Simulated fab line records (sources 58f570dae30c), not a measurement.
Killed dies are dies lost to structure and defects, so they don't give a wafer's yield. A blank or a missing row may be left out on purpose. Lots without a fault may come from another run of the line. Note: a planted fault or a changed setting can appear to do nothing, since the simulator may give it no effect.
2 desks looking at one fault ; flow berkeley cmos170 ; each desk has only its own numbers; what lay behind them comes last

## TOOL OWNER'S DESK, implanter-04
The tool's own readings at UCB170_NVT_IMPLANT_07: means of the sampled wafers that have a number, for each lot that ran on this tool. Marked OUT: a lot whose mean sits more than 4 standard deviations from the usual mean, which makes it out of limits; the brackets give that distance.
Columns: A = beam on s at UCB170_NVT_IMPLANT_07, usual 10.02 s; B = end station pressure torr at UCB170_NVT_IMPLANT_07, usual 5e-06 Torr; C = faraday current uA at UCB170_NVT_IMPLANT_07, usual 9.62; D = tilt deg at UCB170_NVT_IMPLANT_07, usual 6.998 degrees
lot;first seen here;A;B;C;D
L162;day 7 00:16;10.01;5e-06;9.62;6.975
L165;day 7 07:59;10.00;5e-06;9.64;6.997
L166;day 7 22:25;9.89;5e-06;9.71;6.996
L173;day 8 22:32;9.81;5e-06;9.83;7.016
L171;day 8 22:57;12.15 (+11) OUT;1e-04 (+99 or more) OUT;8.01 (-8.5) OUT;7.013
L178;day 10 06:59;12.04 (+10) OUT;1e-04 (+99 or more) OUT;8.10 (-8.0) OUT;6.973
This desk finds L171, L178 out of limits, L171 being first, at day 8 22:57 (beam on s at UCB170_NVT_IMPLANT_07). L162, L165, L166, L173 stayed within limits.

## METROLOGY DESK
Means of the sampled wafers that have a number, per lot and without regard to the tool the lot ran on: this is what the gauges read. Marked OUT: a lot whose mean sits more than 4 standard deviations from the usual mean, which makes it out of limits; the brackets give that distance.
Columns: A = NVT_TW at UCB170_NVT_TW_MEAS_09, usual 524; B = PSD_OVL at UCB170_PSD_OVL_MEAS_07, usual 0 nm; C = cd nm at UCB170_NSD_CD_MEAS_06, usual 1200.1 nm
lot;first seen here;A;B;C
L159;day 6 23:43;531;-6;1200.1
L162;day 7 00:31;530;-0;1201.3
L160;day 7 01:20;528;6;1200.0
L165;day 7 08:17;531;-0;1201.4
L164;day 7 08:33;521;0;1199.9
L163;day 7 13:22;530;-2;1200.5
L166;day 7 22:38;530;7;1202.4
L173;day 8 22:49;523;-3;1200.5
L171;day 8 23:10;549 (+4.7) OUT;-2;1199.9
L179;day 10 06:53;521;-2;1199.4
L178;day 10 07:13;560 (+6.8) OUT;4;1201.0
L181;day 10 19:11;528;8;1199.0
L180;day 10 19:13;520;7;1198.0
L182;day 10 19:24;520;-3;1199.9
Finding of this desk: L171, L178 out of limits, first seen on L171 at day 8 23:10 (NVT_TW at UCB170_NVT_TW_MEAS_09). L159, L162, L160, L165, L164, L163, L166, L173, L179, L181, L180, L182 stayed within limits.

## PUT TOGETHER
At day 8 22:57, on L171, L178, the tool owner's desk was in a position to raise an alarm.
On L171, L178, the metrology desk was in a position to raise an alarm at day 8 23:10.
Every lot named ran UCB170_NVT_IMPLANT_07 on implanter-04.

## WHAT THE SIMULATOR HAD PUT IN
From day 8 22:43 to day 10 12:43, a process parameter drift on implanter-04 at UCB170_NVT_IMPLANT_07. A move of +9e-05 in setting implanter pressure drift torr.
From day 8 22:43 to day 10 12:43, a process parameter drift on implanter-04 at UCB170_NVT_IMPLANT_07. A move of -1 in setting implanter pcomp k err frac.
Struck lots among those shown: L171, L178.
Hours from the fault's start to each desk's first reading out of limits: the tool owner's desk, 0; the metrology desk, 0.
